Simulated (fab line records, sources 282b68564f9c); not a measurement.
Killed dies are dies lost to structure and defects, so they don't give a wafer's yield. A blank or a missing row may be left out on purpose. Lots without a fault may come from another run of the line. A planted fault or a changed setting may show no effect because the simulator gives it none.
fab line records | flow rit_cmos
record lots=6 wafers=18 last_day=7
route steps=202 shown REOX@99 NLDD@103 PLDD@114 SPACER@125 NSD@131 M1@202
lots that met no fault: from a run of the same line without faults
start_h: hours from the record's first day to the start of the lot's first wafer shown | wait_h: hours since the lot's step before | " the same as in the row above | L1.1+2: a row that stands for several wafers | - no value, or no start given | * or withheld: withheld | < > ~ a bound
route shown NAME@n: a module of which the file shows steps, and the number in the route of the first | usual: mean/standard deviation of fault-free wafers | same: alike in all rows | chamber/n: place in a boat | sites: the reading at each site | _std_site: their standard deviation | _edge_site: outer sites' mean less inner sites' | radius_mm: how far each site lies from the wafer's centre | mask NAME#n: copy n | behind: the tool/chamber that last shaped the wafer | hold: why the lot was held/for how many hours/how that ended | device: the transistor (n, p or np) that didn't switch | end of line: the same wafers' tests at the end of the route | a step without rows: its recipe alone | killed: dies lost to structure and defects at the first sort, not the wafer's yield | map: a wafer's dies, x killed, . not, _ none there
set.NAME: the setting as run; set.NAME@STEP: as run at that earlier step | model.NAME: the simulator's own value behind a step, which no gauge read
lots at some steps of the route; a table a step, a row a wafer
services: from which hour (start_h, from the record's first day; less than 0 if before it) a tool's chamber was out of use, for how many hours, and why
## steps
# step RIT_REOX_CLEAN_01
# recipe chemistry=dHF dilution=50:1 time_s=30
# step RIT_REOX_CLEAN_02
# recipe chemistry=SC2 mix=3:3:50 time_s=600 temp_c=75 dry=n2_spin
# step RIT_REOX_OXIDATION_03
# recipe temp_c=900 ambient=O2 target_thk_a=252 ox_time_s=5580
# step RIT_REOX_THK_MEAS_04
# recipe reads=SiO2_of_REOX_OXIDATION_03
# usual REOX_OXIDE_THK=25.1/0.42
# columns lot.wafer tool chamber start_h wait_h REOX_OXIDE_THK[nm]
L561.2 film_metro-03 - 55.99 0.0 24.5
L561.3 " - " " 24.9
L561.6 " - " " 25.2
L567.1 film_metro-02 - 86.70 0.0 25.3
L567.3 " - " " 25.2
L567.6 " - " " 24.9
L573.1 film_metro-04 - 114.60 0.0 25.7
L573.2 " - " " 25.9
L573.5 " - " " 25.5
L574.4 film_metro-03 - 121.27 0.0 24.6
L574.5 " - " " 24.3
L574.6 " - " " 24.7
L575.1 film_metro-03 - 127.93 0.0 24.8
L575.3 " - " " 25.0
L575.5 " - " " 24.9
L581.1 film_metro-02 - 156.60 0.0 24.4
L581.2 " - " " 24.2
L581.6 " - " " 24.1
# step RIT_NLDD_HMDS_00
# recipe prime_time_s=60 prime_temp_c=140
# step RIT_NLDD_COAT_01
# recipe resist=NOVOLAK spin_rpm=3250 resist_thk_nm=1000
# step RIT_NLDD_SOFTBAKE_02
# recipe resist=NOVOLAK temp_c=90 time_s=60
# step RIT_NLDD_EXPOSE_03
# recipe mask_id=M7 na=0.57 target_cd_nm=40700 dose_mj=250
# step RIT_NLDD_PEB_04
# recipe resist=NOVOLAK temp_c=withheld time_s=withheld
# step RIT_NLDD_DEVELOP_05
# recipe resist=NOVOLAK develop_time_s=50 dev_temp_c=23
# step RIT_NLDD_OVL_MEAS_06
# usual NLDD_OVL=0.0/1.3
# columns lot.wafer tool chamber start_h wait_h NLDD_OVL[nm]
L561.2 overlay-01 - 56.90 - -3.1
L561.3 " - " " 0.7
L561.6 " - " " -0.6
L567.1 overlay-01 - 87.74 - 1.5
L567.3 " - " " 1.0
L567.6 " - " " 0.6
L573.1 overlay-02 - 115.64 - -1.3
L573.2 " - " " 0.3
L573.5 " - " " 1.7
L574.4 overlay-01 - 122.30 - 1.0
L574.5 " - " " -0.9
L574.6 " - " " -1.3
L575.1 overlay-01 - 128.97 - -0.1
L575.3 " - " " -1.6
L575.5 " - " " -2.6
L581.1 overlay-01 - 157.63 - 0.1
L581.2 " - " " 0.0
L581.6 " - " " 0.9
# step RIT_NLDD_HARDBAKE_07
# recipe resist=NOVOLAK temp_c=140 time_s=60
# step RIT_NLDD_IMPLANT_08
# recipe species=P energy_kev=20 dose_cm2=5e+14 tilt_deg=7
# usual tilt_deg=7.005/0.02
# columns lot.wafer tool chamber start_h wait_h tilt_deg
L561.2 implanter-04 0 57.13 0.1 7.047
L561.3 " 0 " " 7.013
L561.6 " 0 " " 7.025
L567.1 implanter-02 0 87.92 0.1 7.037
L567.3 " 0 " " 7.011
L567.6 " 0 " " 6.994
L573.1 implanter-04 0 115.82 0.1 6.259
L573.2 " 0 " " 6.257
L573.5 " 0 " " 6.229
L574.4 implanter-04 0 122.54 0.1 6.240
L574.5 " 0 " " 6.214
L574.6 " 0 " " 6.235
L575.1 implanter-01 0 129.15 0.1 7.002
L575.3 " 0 " " 7.005
L575.5 " 0 " " 6.997
L581.1 implanter-02 0 157.82 0.1 7.043
L581.2 " 0 " " 7.035
L581.6 " 0 " " 7.026
# step RIT_NLDD_STRIP_09
# recipe chemistry=O2 time_s=180 resist=NOVOLAK platen_temp_c=withheld power_w=500 pressure_mtorr=4000 o2_flow_sccm=4000
# usual drypump_motor_current_A=5.8/0.33
# columns lot.wafer tool chamber start_h wait_h drypump_motor_current_A rf_hours_counter_h
L561.2 plasma_asher-04 0 57.26 0.1 5.5 42
L561.3 " 0 " " 5.5 -
L561.6 " 0 " " 5.5 -
L567.1 plasma_asher-04 0 88.07 0.1 5.5 45
L567.3 " 0 " " 5.5 -
L567.6 " 0 " " 5.6 -
L573.1 plasma_asher-04 0 115.97 0.1 5.5 48
L573.2 " 1 " " 5.7 48
L573.5 " 1 " " 5.7 -
L574.4 plasma_asher-01 0 122.67 0.1 5.6 -
L574.5 " 1 " " 6.3 -
L574.6 " 0 " " 5.6 -
L575.1 plasma_asher-01 1 129.30 0.1 6.3 51
L575.3 " 0 " " 5.5 -
L575.5 " 1 " " 6.3 -
L581.1 plasma_asher-04 1 157.97 0.1 5.7 52
L581.2 " 0 " " 5.5 52
L581.6 " 1 " " 5.7 -
# step RIT_NLDD_TW_MEAS_10
# usual NLDD_TW=2509/35
# columns lot.wafer tool chamber start_h wait_h NLDD_TW
L561.2 film_metro-04 - 57.44 0.1 2511
L561.3 " - " " 2503
L561.6 " - " " 2509
L567.1 film_metro-02 - 88.25 0.1 2465
L567.3 " - " " 2461
L567.6 " - " " 2470
L573.1 film_metro-02 - 116.15 0.1 2468
L573.2 " - " " 2476
L573.5 " - " " 2470
L574.4 film_metro-04 - 122.82 0.1 2491
L574.5 " - " " 2496
L574.6 " - " " 2492
L575.1 film_metro-01 - 129.48 0.1 2564
L575.3 " - " " 2576
L575.5 " - " " 2558
L581.1 film_metro-02 - 158.14 0.1 2434
L581.2 " - " " 2454
L581.6 " - " " 2465
# step RIT_PLDD_HMDS_00
# recipe prime_time_s=60 prime_temp_c=140
# step RIT_PLDD_COAT_01
# recipe resist=NOVOLAK spin_rpm=3250 resist_thk_nm=1000
# step RIT_PLDD_SOFTBAKE_02
# recipe resist=NOVOLAK temp_c=90 time_s=60
# step RIT_PLDD_EXPOSE_03
# recipe mask_id=M8 na=0.57 target_cd_nm=40900 dose_mj=250
# step RIT_PLDD_PEB_04
# recipe resist=NOVOLAK temp_c=withheld time_s=withheld
# step RIT_PLDD_DEVELOP_05
# recipe resist=NOVOLAK develop_time_s=50 dev_temp_c=23
# step RIT_PLDD_OVL_MEAS_06
# usual PLDD_OVL=-0.7/1.2
# columns lot.wafer tool chamber start_h wait_h PLDD_OVL[nm]
L561.2 overlay-01 - 58.47 - 0.0
L561.3 " - " " -1.2
L561.6 " - " " -0.4
L567.1 overlay-02 - 89.28 - -0.3
L567.3 " - " " 0.1
L567.6 " - " " -0.4
L573.1 overlay-01 - 117.18 - -1.7
L573.2 " - " " 0.0
L573.5 " - " " -0.8
L574.4 overlay-02 - 123.84 - -1.7
L574.5 " - " " -2.0
L574.6 " - " " -2.1
L575.1 overlay-02 - 130.51 - -2.8
L575.3 " - " " -0.9
L575.5 " - " " -0.3
L581.1 overlay-02 - 159.18 - -0.2
L581.2 " - " " 0.5
L581.6 " - " " -0.3
# step RIT_PLDD_HARDBAKE_07
# recipe resist=NOVOLAK temp_c=140 time_s=60
# step RIT_PLDD_IMPLANT_08
# recipe species=BF2 energy_kev=20 dose_cm2=9e+14 tilt_deg=7
# step RIT_PLDD_STRIP_09
# recipe chemistry=O2 time_s=180 resist=NOVOLAK platen_temp_c=withheld power_w=500 pressure_mtorr=4000 o2_flow_sccm=4000
# usual drypump_motor_current_A=5.65/0.26
# columns lot.wafer tool chamber start_h wait_h drypump_motor_current_A rf_hours_counter_h
L561.2 plasma_asher-04 0 58.80 0.1 5.54 42
L561.3 " 1 " " 5.76 -
L561.6 " 1 " " 5.74 -
L567.1 plasma_asher-03 1 89.62 0.1 5.41 39
L567.3 " 1 " " 5.41 -
L567.6 " 0 " " 6.03 -
L573.1 plasma_asher-04 0 117.52 0.1 5.53 48
L573.2 " 1 " " 5.74 48
L573.5 " 1 " " 5.72 -
L574.4 plasma_asher-04 0 124.22 0.1 5.56 -
L574.5 " 1 " " 5.75 -
L574.6 " 0 " " 5.52 -
L575.1 plasma_asher-02 0 130.85 0.1 5.13 37
L575.3 " 1 " " 5.93 -
L575.5 " 1 " " 5.96 -
L581.1 plasma_asher-04 1 159.52 0.1 5.73 52
L581.2 " 0 " " 5.56 52
L581.6 " 0 " " 5.54 -
# step RIT_PLDD_TW_MEAS_10
# usual PLDD_TW=2350/35
# columns lot.wafer tool chamber start_h wait_h PLDD_TW
L561.2 film_metro-02 - 58.99 0.1 2323
L561.3 " - " " 2330
L561.6 " - " " 2322
L567.1 film_metro-04 - 89.79 0.1 2355
L567.3 " - " " 2373
L567.6 " - " " 2369
L573.1 film_metro-04 - 117.70 0.1 2365
L573.2 " - " " 2364
L573.5 " - " " 2369
L574.4 film_metro-02 - 124.37 0.1 2307
L574.5 " - " " 2296
L574.6 " - " " 2323
L575.1 film_metro-02 - 131.02 0.1 2322
L575.3 " - " " 2312
L575.5 " - " " 2295
L581.1 film_metro-04 - 159.69 0.1 2335
L581.2 " - " " 2341
L581.6 " - " " 2349
# step RIT_SPACER_CLEAN_00
# recipe chemistry=SC1 mix=3:3:50 time_s=600 temp_c=75
# step RIT_SPACER_CLEAN_01
# recipe chemistry=dHF dilution=50:1 time_s=30
# step RIT_SPACER_CLEAN_02
# recipe chemistry=SC2 mix=3:3:50 time_s=600 temp_c=75 dry=n2_spin
# step RIT_SPACER_CVD_03
# recipe material=Si3N4 target_thk_nm=250 temp_c=810 precursor=SiH2Cl2/NH3 time_s=3300 pressure_mtorr=300 sih2cl2_flow_sccm=60 nh3_flow_sccm=150
# step RIT_SPACER_THK_MEAS_04
# recipe reads=Si3N4_of_SPACER_CVD_03
# usual SPACER_NITRIDE_THK=249.8/2
# columns lot.wafer tool chamber start_h wait_h SPACER_NITRIDE_THK[nm]
L561.2 film_metro-01 - 61.35 0.0 250.9
L561.3 " - " " 248.3
L561.6 " - " " 249.0
L567.1 film_metro-04 - 92.14 0.0 254.4
L567.3 " - " " 255.2
L567.6 " - " " 251.7
L573.1 film_metro-03 - 120.04 0.0 249.6
L573.2 " - " " 247.7
L573.5 " - " " 250.2
L574.4 film_metro-04 - 126.71 0.0 250.4
L574.5 " - " " 251.3
L574.6 " - " " 251.2
L575.1 film_metro-04 - 133.38 0.0 246.8
L575.3 " - " " 249.2
L575.5 " - " " 247.8
L581.1 film_metro-04 - 162.03 0.0 250.8
L581.2 " - " " 252.3
L581.6 " - " " 250.4
# step RIT_SPACER_ETCHBACK_05
# recipe target_depth_a=2500 SF6_flow_sccm=30 CHF3_flow_sccm=30 target=Si3N4 chemistry=SF6/CHF3 pressure_mtorr=40 rf_w=250 time_s=240 stop_on=SiO2
# usual drypump_motor_current_A=5.7/0.5 oes_product_au=0.844/0.014 throttle_valve_pct=10.22/0.15
# columns lot.wafer tool chamber start_h wait_h drypump_motor_current_A oes_product_au rf_hours_counter_h throttle_valve_pct
L561.2 rie_diel-01 2 61.40 0.0 6.2 0.838 136 10.08
L561.3 " 0 " " 5.7 0.833 5 10.16
L561.6 " 3 " " 6.1 0.861 - 10.25
L567.1 rie_diel-01 0 92.20 0.1 5.7 0.856 6 10.16
L567.3 " 3 " " 6.1 0.882 148 10.26
L567.6 " 3 " " 6.1 0.871 - 10.26
L573.1 rie_diel-01 1 120.10 0.1 6.0 0.871 142 10.01
L573.2 " 2 " " 6.3 0.833 137 10.05
L573.5 " 0 " " 5.7 0.853 - 10.18
L574.4 rie_diel-01 0 126.74 0.0 5.8 0.846 6 10.16
L574.5 " 2 " " 6.3 0.843 - 10.05
L574.6 " 3 " " 6.1 0.855 - 10.25
L575.1 rie_diel-03 0 133.44 0.1 6.3 0.829 75 10.09
L575.3 " 1 " " 5.5 0.851 0 10.55
L575.5 " 0 " " 6.4 0.832 - 10.10
L581.1 rie_diel-01 2 162.09 0.1 6.3 0.836 138 10.04
L581.2 " 0 " " 5.7 0.855 7 10.16
L581.6 " 2 " " 6.3 0.844 - 10.06
# step RIT_NSD_HMDS_00
# recipe prime_time_s=60 prime_temp_c=140
# step RIT_NSD_COAT_01
# recipe resist=NOVOLAK spin_rpm=3250 resist_thk_nm=1000
# step RIT_NSD_SOFTBAKE_02
# recipe resist=NOVOLAK temp_c=90 time_s=60
# step RIT_NSD_EXPOSE_03
# recipe mask_id=M9 na=0.57 target_cd_nm=40700 dose_mj=250
# step RIT_NSD_PEB_04
# recipe resist=NOVOLAK temp_c=withheld time_s=withheld
# step RIT_NSD_DEVELOP_05
# recipe resist=NOVOLAK develop_time_s=50 dev_temp_c=23
# step RIT_NSD_OVL_MEAS_06
# usual NSD_OVL=-0.3/1.3
# columns lot.wafer tool chamber start_h wait_h NSD_OVL[nm]
L561.2 overlay-02 - 62.53 - 0.3
L561.3 " - " " 1.2
L561.6 " - " " 0.4
L567.1 overlay-02 - 93.32 - -0.5
L567.3 " - " " 0.2
L567.6 " - " " -0.2
L573.1 overlay-01 - 121.23 - -0.2
L573.2 " - " " -1.6
L573.5 " - " " -2.7
L574.4 overlay-01 - 127.88 - 2.5
L574.5 " - " " 0.2
L574.6 " - " " 0.2
L575.1 overlay-01 - 134.44 - -2.8
L575.3 " - " " -2.5
L575.5 " - " " -2.4
L581.1 overlay-01 - 163.09 - 0.3
L581.2 " - " " -0.1
L581.6 " - " " 0.9
# step RIT_NSD_HARDBAKE_07
# recipe resist=NOVOLAK temp_c=140 time_s=60
# step RIT_NSD_IMPLANT_08
# recipe species=P energy_kev=25 dose_cm2=1e+15 tilt_deg=7
# step RIT_NSD_STRIP_09
# recipe chemistry=O2 time_s=180 resist=NOVOLAK platen_temp_c=withheld power_w=500 pressure_mtorr=4000 o2_flow_sccm=4000
# usual drypump_motor_current_A=5.8/0.32
# columns lot.wafer tool chamber start_h wait_h drypump_motor_current_A rf_hours_counter_h
L561.2 plasma_asher-04 0 62.86 0.1 5.5 42
L561.3 " 0 " " 5.5 -
L561.6 " 0 " " 5.5 -
L567.1 plasma_asher-01 0 93.66 0.1 5.6 47
L567.3 " 1 " " 6.2 -
L567.6 " 1 " " 6.3 -
L573.1 plasma_asher-01 1 121.56 0.1 6.3 51
L573.2 " 0 " " 5.5 51
L573.5 " 0 " " 5.6 -
L574.4 plasma_asher-04 1 128.26 0.1 5.7 -
L574.5 " 1 " " 5.7 -
L574.6 " 0 " " 5.5 -
L575.1 plasma_asher-01 1 134.78 0.1 6.3 52
L575.3 " 1 " " 6.3 -
L575.5 " 1 " " 6.3 -
L581.1 plasma_asher-01 1 163.43 0.1 6.3 55
L581.2 " 0 " " 5.6 55
L581.6 " 0 " " 5.6 -
# step RIT_SDANNEAL_RS_MEAS_07
# recipe thk_meas_gauge=four-point-probe
# usual NLDD_RS=151.7/0.54
# columns lot.wafer tool chamber start_h wait_h NLDD_RS[ohm/sq]
L561.2 film_metro-04 - 65.44 0.1 152.9
L561.3 " - " " 152.3
L561.6 " - " " 152.4
L567.1 film_metro-02 - 96.11 0.1 151.8
L567.3 " - " " 152.0
L567.6 " - " " 151.9
L573.1 film_metro-01 - 124.00 0.1 -
L573.2 " - " " -
L573.5 " - " " -
L574.4 film_metro-04 - 130.83 0.1 -
L574.5 " - " " -
L574.6 " - " " -
L575.1 film_metro-02 - 137.49 0.1 152.1
L575.3 " - " " 152.0
L575.5 " - " " 151.8
L581.1 film_metro-04 - 165.87 0.1 151.6
L581.2 " - " " 151.4
L581.6 " - " " 151.8
# step RIT_M1_PROBE_99
# usual killed_at_contacts=0.1/0.27 killed_at_front_end=7/3.1 killed_dies=7/3.1 killed_on_rim=1.9/1.5 killed_open=3.6/2.3 killed_short=3.2/2
# same gross_dies=264 killed_at_M0_to_M3=0 killed_at_M4_up=0 killed_at_back_side=0 killed_at_other=0
# columns lot.wafer tool chamber start_h wait_h killed_at_contacts killed_at_front_end killed_dies killed_on_rim killed_open killed_short model.etest.nmos_turned.drive_ua_um
L561.2 prober-01 - 73.61 0.1 0 10 10 3 3 7 338.6
L561.3 prober-01 - 73.66 0.2 0 5 5 1 4 1 329
L561.6 prober-01 - 73.81 0.2 0 4 4 0 2 2 322.2
L567.1 prober-02 - 104.68 0.1 0 5 5 1 4 1 324.2
L567.3 prober-02 - 104.78 0.2 0 7 7 5 3 4 327.9
L567.6 prober-02 - 104.93 0.2 0 5 5 2 3 2 336.1
L573.1 prober-02 - 131.35 0.1 0 5 5 1 4 1 351.6
L573.2 prober-02 - 131.40 0.1 0 6 6 1 2 4 345.2
L573.5 prober-02 - 131.55 0.2 1 4 5 2 2 3 357.3
L574.4 prober-01 - 138.29 0.2 0 8 8 2 2 6 396.8
L574.5 prober-01 - 138.34 0.2 0 10 10 5 5 5 398.9
L574.6 prober-01 - 138.39 0.2 0 4 4 0 2 2 393.2
L575.1 prober-02 - 144.47 0.1 0 7 7 2 4 3 330.8
L575.3 prober-02 - 144.57 0.2 0 9 9 3 5 4 331.5
L575.5 prober-02 - 144.67 0.2 0 6 6 0 4 2 329.9
L581.1 prober-02 - 173.01 0.1 0 12 12 2 9 3 338.6
L581.2 prober-02 - 173.06 0.1 0 1 1 0 0 1 337.8
L581.6 prober-02 - 173.26 0.2 0 4 4 2 2 2 335.9
# killed by level:class
L561.2 GATE:geometric_particle:short=4 GATE:geometric_particle:open=2 REOX:geometric_particle:short=2 SPACER:geometric_particle:open=1 SILICIDE:geometric_particle:short=1
L561.3 GATE:geometric_particle:open=2 GATE:geometric_particle:short=1 REOX:geometric_particle:open=1 SILICIDE:geometric_particle:open=1
L561.6 ACTIVE:geometric_particle:short=1 REOX:geometric_particle:open=1 SPACER:geometric_particle:short=1 SPACER:geometric_particle:open=1
L567.1 GATE:geometric_particle:open=3 FOX1:geometric_particle:open=1 GATE:geometric_particle:short=1
L567.3 FOX1:geometric_particle:short=2 GATE:geometric_particle:open=1 REOX:geometric_particle:open=1 SPACER:geometric_particle:short=1 SILICIDE:geometric_particle:short=1 SILICIDE:geometric_particle:open=1
L567.6 ACTIVE:geometric_particle:open=1 FOX2:geometric_particle:open=1 GATE:geometric_particle:short=1 REOX:geometric_particle:short=1 REOX:geometric_particle:open=1
L573.1 SILICIDE:geometric_particle:open=2 FOX1:geometric_particle:short=1 FOX1:geometric_particle:open=1 REOX:geometric_particle:open=1
L573.2 FOX1:geometric_particle:short=3 FOX2:geometric_particle:short=1 FOX2:geometric_particle:open=1 GATE:geometric_particle:open=1
L573.5 GATE:geometric_particle:short=2 GATE:geometric_particle:open=1 SPACER:geometric_particle:short=1 CONTACT:geometric_particle:open=1
L574.4 REOX:geometric_particle:short=2 FOX1:geometric_particle:short=1 FOX2:geometric_particle:open=1 FOX2:geometric_particle:short=1 GATE:geometric_particle:open=1 GATE:geometric_particle:short=1 SILICIDE:geometric_particle:short=1
L574.5 REOX:geometric_particle:short=3 FOX1:geometric_particle:open=1 FOX2:geometric_particle:short=1 FOX2:geometric_particle:open=1 GATE:geometric_particle:open=1 REOX:geometric_particle:open=1 SILICIDE:geometric_particle:short=1 SILICIDE:geometric_particle:open=1
L574.6 FOX1:geometric_particle:short=1 FOX2:geometric_particle:open=1 GATE:geometric_particle:open=1 REOX:geometric_particle:short=1
L575.1 GATE:geometric_particle:open=2 FOX1:geometric_particle:short=1 FOX2:geometric_particle:open=1 GATE:geometric_particle:short=1 REOX:geometric_particle:short=1 SPACER:geometric_particle:open=1
L575.3 GATE:geometric_particle:short=3 GATE:geometric_particle:open=3 FOX2:geometric_particle:short=1 REOX:geometric_particle:open=1 SPACER:geometric_particle:open=1
L575.5 SILICIDE:geometric_particle:open=3 GATE:geometric_particle:open=1 REOX:geometric_particle:short=1 SPACER:geometric_particle:short=1
L581.1 REOX:geometric_particle:open=5 REOX:geometric_particle:short=3 FOX1:geometric_particle:open=2 GATE:geometric_particle:open=2
L581.2 REOX:geometric_particle:short=1
L581.6 FOX1:geometric_particle:short=1 REOX:geometric_particle:open=1 REOX:geometric_particle:short=1 SPACER:geometric_particle:open=1
## services
# columns tool chamber start_h hours kind
implanter-02 - 37.09 1.7 repair
rie_diel-01 2 55.12 5.9 repair
implanter-02 - 68.94 6.0 repair
rie_diel-03 2 70.81 8.4 repair
implanter-02 - 99.61 3.7 pm
implanter-04 - 100.21 2.7 pm
rie_diel-03 1 103.61 - clean
rie_diel-03 1 103.61 20.3 scheduled_down
rie_diel-03 1 103.61 20.3 vent_cycle
plasma_asher-03 - 108.75 9.0 pm
plasma_asher-03 0 108.75 9.0 vent_cycle
plasma_asher-03 1 108.75 9.0 vent_cycle
plasma_asher-03 0 117.75 - clean
plasma_asher-03 1 117.75 - clean
rie_diel-01 3 134.24 3.2 repair
implanter-01 - 135.63 15.8 repair
implanter-02 - 137.85 14.8 repair
rie_diel-01 3 152.21 - clean
rie_diel-01 3 152.21 17.0 scheduled_down
rie_diel-01 3 152.21 17.0 vent_cycle
## key
first_sign step=RIT_NLDD_IMPLANT_08 reading=tilt_deg direction=down sigmas=39 usual=7.005 struck=6.239
effect step=RIT_SDANNEAL_RS_MEAS_07 reading=NLDD_RS direction=missing
model_effect step=RIT_M1_PROBE_99 value=etest.nmos_turned.drive_ua_um without=331.9 struck=373.8
met_at RIT_NLDD_IMPLANT_08
struck_wafers L573.1,L573.2,L573.5,L574.4,L574.5,L574.6
tester_left_out L573,L574
onset_between 57.13 115.82
fault kind=process_parameter_drift tool=implanter-04 chamber=- onset_h=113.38 steps=RIT_NLDD_IMPLANT_08 channel=tilt_deg offset=-0.76753 shape=step end_h=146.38 acts_in=these_recipes_only stated=7
# tester_left_out: of these lots the tester's yield and bins aren't shown, on N5 and GAA mostly nor the transistor test; their killed dies are dies lost to structure and defects alone, not to doping, threshold or leakage, so they don't give the yield
